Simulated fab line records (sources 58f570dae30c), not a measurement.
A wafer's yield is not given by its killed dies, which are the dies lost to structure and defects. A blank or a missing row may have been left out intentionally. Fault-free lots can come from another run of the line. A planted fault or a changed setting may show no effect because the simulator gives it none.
fab line records	flow berkeleyCmos170
[record] lots = 6	wafers = 18	lastDay = 10
route steps=331 shown ZERO@6 NWELL@14
lots that met no fault: taken from a fault-free run of the same line
startH: the number of hours between the record's first day and the start of the first shown wafer of the lot	waitH: hours from the lot's prior step to this one	" as in the row above	L1.1+2: a single row standing in for several wafers	- no value, or no start given	* or withheld: withheld	< > ~ a bound
route shown NAME@n: a module of which the file shows steps, and the number in the route of the first	usual: the fault-free wafers' mean and standard deviation	same: alike in all rows	chamber/n: place in a boat	sites: per-site readings	_std_site: the standard deviation of these	_edge_site: the outer-site mean with the inner-site mean subtracted	radiusMm: how far each site lies from the wafer's centre	mask NAME#n: copy n	behind: the last tool/chamber to shape the wafer	hold: what put the lot on hold/how long, in hours/how the hold closed	device: names the non-switching transistor (n, p or np)	end of line: at the end of the route, the tests of the same wafers	for a step that has no rows: nothing shown but its recipe	killed: dies that structure and defects cost at the first sort, which is not the same as the wafer's yield	map: the dies of a wafer, with x for killed, . for not killed, _ for no die there
set.NAME: setting as actually run; set.NAME@STEP: the setting as run at that earlier step	model.NAME: the simulator's own value behind a step, which no gauge read
lots at some steps of the route; a table a step, a row a wafer
services: from which hour (startH, from the record's first day; less than 0 if before it) a tool's chamber was out of use, for how many hours, and why
[[steps]]
[step UCB170_ZERO_HMDS_00]
[recipe] primeTimeS = 60	primeTempC = 100
[step UCB170_ZERO_COAT_01]
[recipe] resist = KrF	spinRpm = 1500	resistThkNm = 900
[step UCB170_ZERO_SOFTBAKE_02]
[recipe] resist = KrF	tempC = 130	timeS = 60
[step UCB170_ZERO_EXPOSE_03]
[recipe] maskId = PM_MARKS	na = 0.5	sigmaOuter = 0.6	sourceShape = conventional	targetCdNm = 4000	doseMj = 30
[step UCB170_ZERO_PEB_04]
[recipe] pebTempC = 130	pebTimeS = withheld	resist = KrF
[step UCB170_ZERO_DEVELOP_05]
[recipe] developer = TMAH	developTimeS = 45	resist = KrF	devTempC = 20.54
[step UCB170_ZERO_ETCH_06]
[recipe] chemistry = CHF3/CF4/Ar	target = SiO2	timeS = 12	pressureMtorr = 100	rfW = 500	CHF3_flow_sccm = 50	cf4FlowSccm = 10	Ar_flow_sccm = 120	overEtchFrac = 1.58
[usual] CHF3_flow_sccm = 50.00/0.17	drypumpMotorCurrentA = 5.6/0.36	oesProductAu = 0.619/0.0098	throttleValvePct = 9.22/0.17
[same] timeS = 12
lot.wafer	tool	chamber	startH	waitH	CHF3_flow_sccm	drypumpMotorCurrentA	oesProductAu	rfHoursCounterH	throttleValvePct
L827.1	rieDiel-01	2	28.31	-	49.93	5.4	0.622	89	9.24
L827.3	"	3	"	"	50.06	5.9	0.614	78	9.41
L827.4	"	1	"	"	50.02	5.7	0.615	44	9.25
L832.1	rieDiel-01	3	53.09	-	49.74	5.9	0.620	80	9.43
L832.5	"	3	"	"	49.92	5.9	0.613	-	9.41
L832.6	"	1	"	"	49.92	5.7	0.611	-	9.23
L835.1	rieDiel-04	1	63.39	-	50.26	5.2	0.624	169	9.26
L835.2	"	3	"	"	49.83	5.8	0.619	38	9.23
L835.3	"	2	"	"	50.13	6.3	0.622	114	9.02
L836.4	rieDiel-03	0	68.19	-	49.99	5.1	0.607	16	9.13
L836.5	"	0	"	"	50.11	5.1	0.605	-	9.12
L836.6	"	1	"	"	50.05	5.7	0.632	-	9.08
L839.1	rieDiel-03	2	87.47	-	50.06	5.0	0.615	130	9.00
L839.4	"	2	"	"	50.10	5.0	0.612	-	8.99
L839.6	"	1	"	"	50.18	5.7	0.628	-	9.07
L841.1	rieDiel-03	1	91.66	-	50.06	5.7	0.622	15	9.08
L841.3	"	2	"	"	49.84	5.0	0.621	130	9.00
L841.5	"	2	"	"	49.90	5.0	0.617	-	8.99
[step UCB170_ZERO_STRIP_07]
[recipe] chemistry = O2	powerW = 400	pressureMtorr = 3500	platenTempC = withheld	o2FlowSccm = 400	overashFraction = 0.5
[usual] drypumpMotorCurrentA = 5.6/0.31	oesProductAu = 0.727/0.0045	stripTimeToEndpointS = 21.53/0.066
[same] overashFraction = 0.5
lot.wafer	tool	chamber	startH	waitH	drypumpMotorCurrentA	oesProductAu	rfHoursCounterH	stripTimeToEndpointS
L827.1	plasmaAsher-02	1	28.33	0.0	6.0	0.731	32	21.71
L827.3	"	1	"	"	6.0	0.727	-	21.63
L827.4	"	0	"	"	5.7	0.720	-	21.57
L832.1	plasmaAsher-03	0	53.11	0.0	5.1	0.732	36	21.57
L832.5	"	1	"	"	5.9	0.727	-	21.52
L832.6	"	0	"	"	5.1	0.727	-	21.50
L835.1	plasmaAsher-02	1	63.42	0.0	6.0	0.727	36	21.51
L835.2	"	0	"	"	5.7	0.724	36	21.53
L835.3	"	0	"	"	5.7	0.728	-	21.53
L836.4	plasmaAsher-04	1	68.25	0.0	5.3	0.732	-	21.46
L836.5	"	0	"	"	5.4	0.724	-	21.50
L836.6	"	1	"	"	5.4	0.724	-	21.45
L839.1	plasmaAsher-02	1	87.49	0.0	5.9	0.713	38	21.54
L839.4	"	1	"	"	6.0	0.724	-	21.52
L839.6	"	1	"	"	6.0	0.734	-	21.51
L841.1	plasmaAsher-04	0	91.68	0.0	5.4	0.727	37	21.59
L841.3	"	1	"	"	5.4	0.726	-	21.58
L841.5	"	1	"	"	5.3	0.734	-	21.60
[step UCB170_NWELL_WET_ETCH_00]
[recipe] chemistry = dHF	dilution = 25:1	target = SiO2	tempC = 25	timeS = 200
[step UCB170_NWELL_OXIDATION_01]
[recipe] tempC = 1000	ambient = O2	targetThkA = 264	oxTimeS = 1260
[step UCB170_NWELL_THK_MEAS_02]
[recipe] reads = SiO2_of_NWELL_OXIDATION_01
[usual] NWELL_OXIDE_THK = 26.3/0.46
lot.wafer	tool	chamber	startH	waitH	NWELL_OXIDE_THK[nm]
L827.1	filmMetro-02	-	34.08	0.0	26.9
L827.3	"	-	"	"	27.3
L827.4	"	-	"	"	27.3
L832.1	filmMetro-04	-	56.14	0.0	26.4
L832.5	"	-	"	"	26.3
L832.6	"	-	"	"	26.7
L835.1	filmMetro-01	-	67.40	0.0	26.5
L835.2	"	-	"	"	26.4
L835.3	"	-	"	"	26.4
L836.4	filmMetro-01	-	72.08	0.0	26.1
L836.5	"	-	"	"	25.3
L836.6	"	-	"	"	26.1
L839.1	filmMetro-01	-	89.87	0.0	26.0
L839.4	"	-	"	"	25.5
L839.6	"	-	"	"	26.1
L841.1	filmMetro-04	-	96.21	0.0	26.2
L841.3	"	-	"	"	26.4
L841.5	"	-	"	"	26.5
[step UCB170_NWELL_ANNEAL_03]
[recipe] tempC = 1000	timeS = 900	ambient = N2
[step UCB170_NWELL_CVD_04]
[recipe] material = Si3N4	targetThkNm = 224	tempC = 800	precursor = SiH2Cl2/NH3	timeS = 3360	pressureMtorr = 200	sih2cl2FlowSccm = 25	nh3FlowSccm = 75
[usual] nh3FlowSccm = 75.05/0.21	sih2cl2FlowSccm = 25.01/0.071	spikeTcCentreC = 802.5/1	zonePowerCentrePct = 35.2/2.5	zonePowerLoadPct = 20/3.4
[same] timeS = 3360
lot.wafer	tool	chamber	startH	waitH	nh3FlowSccm	sih2cl2FlowSccm	spikeTcCentreC	zonePowerCentrePct	zonePowerLoadPct	model.Si3N4_of_NWELL_CVD_04.thkNm
L827.1	lpcvd-01	1	39.18	0.9	75.23	25.06	802.0	33.2	16	227.6
L827.3	"	1	"	"	75.04	25.23	802.5	32.8	16	224.7
L827.4	"	1	"	"	74.75	25.07	801.6	33.5	16	225.9
L832.1	lpcvd-02	0	61.31	0.6	75.10	24.92	805.1	35.9	24	220.8
L832.5	"	0	"	"	74.92	24.97	803.2	36.1	25	222.3
L832.6	"	0	"	"	75.22	24.96	803.2	36.4	24	221.2
L835.1	lpcvd-02	0	70.47	0.0	112.63	25.07	802.6	36.5	24	308.7
L835.2	"	0	"	"	112.37	24.99	802.5	35.4	25	311
L835.3	"	0	"	"	112.67	25.08	803.9	36.0	24	309.8
L836.4	lpcvd-01	1	73.36	0.0	74.63	25.09	802.8	33.1	16	224.1
L836.5	"	1	"	"	74.95	25.08	802.9	33.6	16	222.7
L836.6	"	1	"	"	74.84	25.03	802.1	33.5	16	224.1
L839.1	lpcvd-02	1	93.86	1.3	112.35	25.06	803.4	34.3	19	308.6
L839.4	"	1	"	"	112.40	25.07	801.4	33.4	19	308
L839.6	"	1	"	"	112.46	24.97	803.5	33.4	19	308.9
L841.1	lpcvd-01	1	100.64	0.0	75.01	24.98	803.6	33.4	16	227.3
L841.3	"	1	"	"	75.15	25.02	802.0	33.4	16	227.9
L841.5	"	1	"	"	74.99	24.94	801.9	33.4	16	227.5
[step UCB170_NWELL_THK_MEAS_05]
[recipe] reads = Si3N4_of_NWELL_CVD_04
[usual] NWELL_NITRIDE_THK = 224.6/2.3
lot.wafer	tool	chamber	startH	waitH	hold	NWELL_NITRIDE_THK[nm]
L827.1	filmMetro-02	-	41.12	0.0	-	227.5
L827.3	"	-	"	"	-	224.6
L827.4	"	-	"	"	-	225.9
L832.1	filmMetro-01	-	63.24	0.0	-	220.8
L832.5	"	-	"	"	-	222.2
L832.6	"	-	"	"	-	221.2
L835.1	filmMetro-02	-	72.42	0.0	awaitDispo/0.2h/release	308.9
L835.2	"	-	"	"	awaitDispo/0.2h/release	311.1
L835.3	"	-	"	"	awaitDispo/0.2h/release	309.5
L835.1	filmMetro-02	-	72.65	0.2	-	308.5
L835.2	"	-	"	"	-	310.9
L835.3	"	-	"	"	-	309.8
L836.4	filmMetro-02	-	75.32	0.0	-	224.2
L836.5	"	-	"	"	-	222.6
L836.6	"	-	"	"	-	224.2
L839.1	filmMetro-01	-	95.79	0.0	awaitDispo/0.2h/release	308.7
L839.4	"	-	"	"	awaitDispo/0.2h/release	308.0
L839.6	"	-	"	"	awaitDispo/0.2h/release	309.0
L839.1	filmMetro-01	-	96.11	0.3	-	308.7
L839.4	"	-	"	"	-	307.8
L839.6	"	-	"	"	-	309.0
L841.1	filmMetro-01	-	102.57	0.0	-	227.3
L841.3	"	-	"	"	-	228.0
L841.5	"	-	"	"	-	227.6
[step UCB170_NWELL_COAT_07]
[recipe] resist = KrF	spinRpm = 1500	resistThkNm = 900
[step UCB170_NWELL_SOFTBAKE_08]
[recipe] resist = KrF	tempC = 130	timeS = 60
[step UCB170_NWELL_EXPOSE_09]
[recipe] maskId = NWELL	targetCdNm = 3000	na = 0.5	sigmaOuter = 0.6	sourceShape = conventional	doseMj = 25
[step UCB170_NWELL_PEB_10]
[recipe] pebTempC = 130	pebTimeS = withheld	resist = KrF
[step UCB170_NWELL_DEVELOP_11]
[recipe] developer = TMAH	developTimeS = 45	resist = KrF	devTempC = 21
[step UCB170_NWELL_OVL_MEAS_12]
[usual] NWELL_OVL = -1/5.3
lot.wafer	tool	chamber	startH	waitH	NWELL_OVL[nm]
L827.1	overlay-02	-	42.05	-	-9
L827.3	"	-	"	"	4
L827.4	"	-	"	"	-3
L832.1	overlay-02	-	64.54	-	-8
L832.5	"	-	"	"	-9
L832.6	"	-	"	"	0
L836.4	overlay-02	-	76.46	-	-2
L836.5	"	-	"	"	3
L836.6	"	-	"	"	-6
L835.1	overlay-02	-	78.98	-	3
L835.2	"	-	"	"	8
L835.3	"	-	"	"	7
L839.1	overlay-01	-	97.75	-	1
L839.4	"	-	"	"	-3
L839.6	"	-	"	"	-6
L841.1	overlay-02	-	103.78	-	-2
L841.3	"	-	"	"	4
L841.5	"	-	"	"	1
[step UCB170_NWELL_ETCH_13]
[recipe] chemistry = CH3F/Ar/O2	target = Si3N4	stopOn = SiO2	CH3F_flow_sccm = 20	Ar_flow_sccm = 50	O2_flow_sccm = 7	pressureMtorr = 50	rfW = 450	targetDepthA = 2464	overEtchFrac = 0.1	timeS = 154
[usual] drypumpMotorCurrentA = 5.62/0.28	oesProductAu = 0.947/0.013	throttleValvePct = 8.09/0.13
[same] timeS = 154
lot.wafer	tool	chamber	startH	waitH	drypumpMotorCurrentA	oesProductAu	rfHoursCounterH	throttleValvePct	model.etch.depthNm
L827.1	rieDiel-01	2	42.09	0.0	5.47	0.956	90	8.10	227.6
L827.3	"	1	"	"	5.68	0.932	45	8.07	224.7
L827.4	"	3	"	"	5.90	0.944	-	8.23	225.9
L832.1	rieDiel-01	0	64.57	0.0	5.70	0.952	50	8.33	220.8
L832.5	"	3	"	"	5.95	0.934	-	8.22	222.3
L832.6	"	2	"	"	5.45	0.940	-	8.09	221.2
L836.4	rieDiel-02	3	76.48	0.0	5.65	0.932	90	7.96	224.1
L836.5	"	1	"	"	5.40	0.943	-	7.92	222.7
L836.6	"	2	"	"	5.73	0.943	-	8.09	224.1
L835.1	rieDiel-02	2	79.02	0.0	5.70	0.996	78	8.12	239.3
L835.2	"	1	"	"	5.39	1.011	74	7.90	249.2
L835.3	"	3	"	"	5.64	0.985	90	7.95	245.3
L839.1	rieDiel-02	1	97.79	0.0	5.32	1.020	76	7.91	254.7
L839.4	"	0	"	"	5.20	1.012	145	8.13	245.5
L839.6	"	3	"	"	5.64	0.992	-	7.95	248.3
L841.1	rieDiel-02	2	103.82	0.0	5.67	0.959	79	8.11	227.3
L841.3	"	0	"	"	5.20	0.963	145	8.13	227.9
L841.5	"	3	"	"	5.64	0.941	-	7.97	227.5
[step UCB170_NWELL_IMPLANT_14]
[recipe] species = P	doseCm2 = 1e+13	energyKev = 150	tiltDeg = 7
[[services]]
tool	chamber	startH	hours	kind
rieDiel-02	3	7.95	5.6	repair
plasmaAsher-03	-	10.65	0.8	repair
rieDiel-03	-	30.50	0.8	repair
rieDiel-03	0	31.01	9.0	repair
rieDiel-04	2	32.96	4.8	repair
rieDiel-01	0	40.16	17.1	repair
rieDiel-04	-	74.99	14.6	pm
lpcvd-02	-	78.05	0.5	repair
rieDiel-03	3	87.26	10.4	repair
rieDiel-04	1	89.59	-	clean
rieDiel-04	1	89.59	23.2	scheduledDown
rieDiel-04	1	89.59	23.2	ventCycle
plasmaAsher-02	-	100.94	1.5	repair
[[key]]
[firstSign] step = UCB170_NWELL_CVD_04	reading = nh3FlowSccm	direction = up	sigmas = 99+	usual = 75.05	struck = 112.48
[effect] step = UCB170_NWELL_THK_MEAS_05	reading = visit	direction = added
[effect] step = UCB170_NWELL_THK_MEAS_05	reading = NWELL_NITRIDE_THK	direction = up	sigmas = 37	usual = 224.6	struck = 309.2
[effect] step = UCB170_NWELL_ETCH_13	reading = oesProductAu	direction = up	sigmas = 4.4	usual = 0.947	struck = 1.003
[modelEffect] step = UCB170_NWELL_CVD_04	value = Si3N4_of_NWELL_CVD_04.thkNm	without = 225.2	struck = 309.2
[modelEffect] step = UCB170_NWELL_ETCH_13	value = etch.depthNm	without = 225.2	struck = 247.1
metAt UCB170_NWELL_CVD_04
struckWafers L835.1,L835.2,L835.3,L839.1,L839.4,L839.6
laterRowsLeftOut L835.1,L835.2,L835.3,L839.1,L839.4,L839.6
sortLeftOut L835.1,L835.2,L835.3,L839.1,L839.4,L839.6
testerLeftOut L835,L839
onsetBetween 61.31 70.47
[fault] kind = processParameterDrift	tool = lpcvd-02	chamber = -	onsetH = 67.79	steps = UCB170_NWELL_CVD_04	channel = nh3FlowSccm	offset = 37.5	shape = step	endH = 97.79	actsIn = theseRecipesOnly	stated = 75
// testerLeftOut: of these lots the tester's yield and bins aren't shown, on N5 and GAA mostly nor the transistor test; their killed dies are dies lost to structure and defects alone, not to doping, threshold or leakage, so they don't give the yield
// sortLeftOut: the simulated sort isn't trusted on such a fault, so these wafers' sort isn't shown, and their yield isn't known
// laterRowsLeftOut: the simulator's readings of these wafers behind a module that went badly wrong aren't trusted and aren't shown, but for the sort
